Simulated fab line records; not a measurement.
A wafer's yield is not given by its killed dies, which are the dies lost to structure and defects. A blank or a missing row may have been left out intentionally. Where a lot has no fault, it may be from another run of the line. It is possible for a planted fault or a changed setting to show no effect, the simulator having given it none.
A struck lot beside a sound one || flow rit-cmos || 36 steps out of a route of 202
Sound: these wafers, L117.2, L117.3, L117.5. Struck: wafer L127.3 (left out: L127.1, L127.6 of the same lot, which were not struck); the cause appears at the end.
Per side, at each step with rows, come the tool, then ch with its chambers, and then its first start. Under that, the readings that differ: sound wafers || struck wafers || difference of the means || sigmas: that difference in standard deviations of wafers without a fault.
alike: a reading whose means differ by less than 2 such deviations, as well as words and numbers matching on both sides. not compared: withheld readings; readings where some wafer has no value; bounds like >300 that might hide an equal value; numbers whose values overlap and for which the record gives no deviation.
The two part at a step that has a row with sigmas, a row that says differs or no value, or rows on one side only. Numbers that have no deviation but don't overlap get no sigmas and don't part them. A reading missing from all wafers of one side parts the sides only when that side holds two or more wafers.

RIT_SILICIDE_RTA_06: time 10 s, ramp up 5 s, ramp down 10 s.
  sound on rtp-anneal-02 ch 0, day 3 11:59; struck on rtp-anneal-02 ch 0, day 5 14:10
  alike: wafer_temp_C_max
RIT_CONTACT_CVD_00: deposits SiO2 from TEOS, target thk 400 nm, time 61.82 s.
  sound on pecvd-03 ch 0,1,2, day 3 12:03; struck on pecvd-04 ch 2, day 5 14:13
  alike: heater-power-w
RIT_CONTACT_THK_MEAS_01:
  struck on film-metro-01, day 5 14:16; sound on film-metro-03, day 3 12:07
  alike: CONTACT_TEOS_THK
then, 6 steps without rows for these wafers: RIT_CONTACT_HMDS_02 (prime time 60 s); RIT_CONTACT_COAT_03 (resist thk 1000 nm); RIT_CONTACT_SOFTBAKE_04 (time 60 s); RIT_CONTACT_EXPOSE_05 (exposes mask M11, target cd 1000 nm); RIT_CONTACT_PEB_06; RIT_CONTACT_DEVELOP_07 (develop time 120 s).
RIT_CONTACT_CD_MEAS_08 targets a cd of 1000 nm.
  struck on cd-sem-01, day 5 15:19; sound on cd-sem-01, day 3 13:23
  alike: cd-nm
RIT_CONTACT_OVL_MEAS_09:
  struck on overlay-02, day 5 15:26; sound on overlay-01, day 3 13:29
  alike: CONTACT_OVL
then, 1 step without rows for these wafers: RIT_CONTACT_HARDBAKE_10 (time 60 s).
RIT_CONTACT_ETCH_11: etches SiO2 in CHF3/CF4/Ar, stops on TiSi2, target depth 480 nm, time 320 s.
  sound on rie-diel-02 ch 0,1,2, day 3 13:40; struck on rie-diel-03 ch 1, day 5 15:37
  alike: cf4-flow-sccm, drypump-motor-current-A, oes-product-au, throttle-valve-pct
  not compared: rf-hours-counter-h
RIT_CONTACT_STRIP_12: strips in O2, time 185.1 s.
  sound on plasma-asher-04 ch 0,1, day 3 13:52; struck on plasma-asher-03 ch 1, day 5 15:49
  alike: drypump-motor-current-A
  not compared: rf-hours-counter-h
RIT_CONTACT_CD_MEAS_90 targets a cd of 1000 nm.
  struck on cd-sem-01, day 5 15:59; sound on cd-sem-01, day 3 14:04
  alike: cd-nm
then, 2 steps without rows for these wafers: RIT_CONTACT_CLEAN_13 (cleans in SC1, time 600 s); RIT_CONTACT_CLEAN_14 (cleans in SC2, time 600 s).
RIT_M1_SPUTTER_00: material Al, target thk 400 nm, time 500 s.
  struck on pvd-sputter-04, day 5 16:28; sound on pvd-sputter-04, day 3 14:31
{"reading": "chamber-pressure-pa (Pa)", "sound": "0.4000 0.4003 0.4005", "struck": 0.3973, "difference": -0.0030, "sigmas": -4}
  alike: throttle-valve-pct
RIT_M1_RS_MEAS_01: uses a four-point probe to measure.
  struck on film-metro-02, day 5 16:45; sound on film-metro-04, day 3 14:50
  alike: M1_AL_RS
RIT_M1_THK_MEAS_02: measures by xrf.
  struck on film-metro-02, day 5 16:52; sound on film-metro-04, day 3 14:56
  alike: M1_AL_THK
then, 6 steps without rows for these wafers: RIT_M1_HMDS_03 (prime time 60 s); RIT_M1_COAT_04 (resist thk 1322 nm); RIT_M1_SOFTBAKE_05 (time 60 s); RIT_M1_EXPOSE_06 (exposes mask M12, target cd 2600 nm); RIT_M1_PEB_07; RIT_M1_DEVELOP_08 (develop time 68 s).
RIT_M1_CD_MEAS_09 targets a cd of 2600 nm.
  struck on cd-sem-02, day 5 17:56; sound on cd-sem-02, day 3 15:53
  alike: cd-nm
RIT_M1_OVL_MEAS_10:
  struck on overlay-02, day 5 18:04; sound on overlay-01, day 3 15:59
  alike: M1_OVL
then, 1 step without rows for these wafers: RIT_M1_HARDBAKE_11 (time 120 s).
RIT_M1_METAL_ETCH_12: etches Al in Cl2/BCl3, stops on SiO2, time 165 s, target depth 600 nm.
  sound on rie-metal-01 ch 0,1, day 3 16:16; struck on rie-metal-02 ch 0, day 5 18:20
{"reading": "drypump-motor-current-A (A)", "sound": "6.25 6.25 5.79", "struck": 5.41, "difference": -0.69, "sigmas": -3}
  alike: mfc-cl2-sccm, oes-product-au, throttle-valve-pct
  not compared: rf-hours-counter-h
then, 2 steps without rows for these wafers: RIT_M1_STRIP_13 (strips in nmp, time 600 s); RIT_M1_STRIP_14 (strips in O2, time 180 s).
RIT_M1_CD_MEAS_90 targets a cd of 2600 nm.
  struck on cd-sem-02, day 5 18:53; sound on cd-sem-01, day 3 16:49
  alike: cd-nm
then, 1 step without rows for these wafers: RIT_M1_ANNEAL_15 (time 1777 s).
RIT_M1_BOW_MEAS_16:
  struck on film-metro-03, day 5 20:31; sound on film-metro-03, day 3 18:26
  alike: M1_BOW
RIT_M1_PROBE_99:
  struck on prober-01, day 5 20:44; sound on prober-01, day 3 18:35
{"reading": "killed-at-contacts", "sound": "0 0 0", "struck": 15, "difference": "+15", "sigmas": "+52"}
{"reading": "killed-dies", "sound": "2 7 5", "struck": 18, "difference": "+13", "sigmas": "+4"}
{"reading": "killed-on-rim", "sound": "1 2 3", "struck": 9, "difference": "+7", "sigmas": "+5"}
  alike: killed-at-front-end, killed-open, killed-short

== WHERE THEY PART ==
At RIT_M1_SPUTTER_00 first; at RIT_M1_PROBE_99 last (within this record only).

WHY: what the simulator had put in
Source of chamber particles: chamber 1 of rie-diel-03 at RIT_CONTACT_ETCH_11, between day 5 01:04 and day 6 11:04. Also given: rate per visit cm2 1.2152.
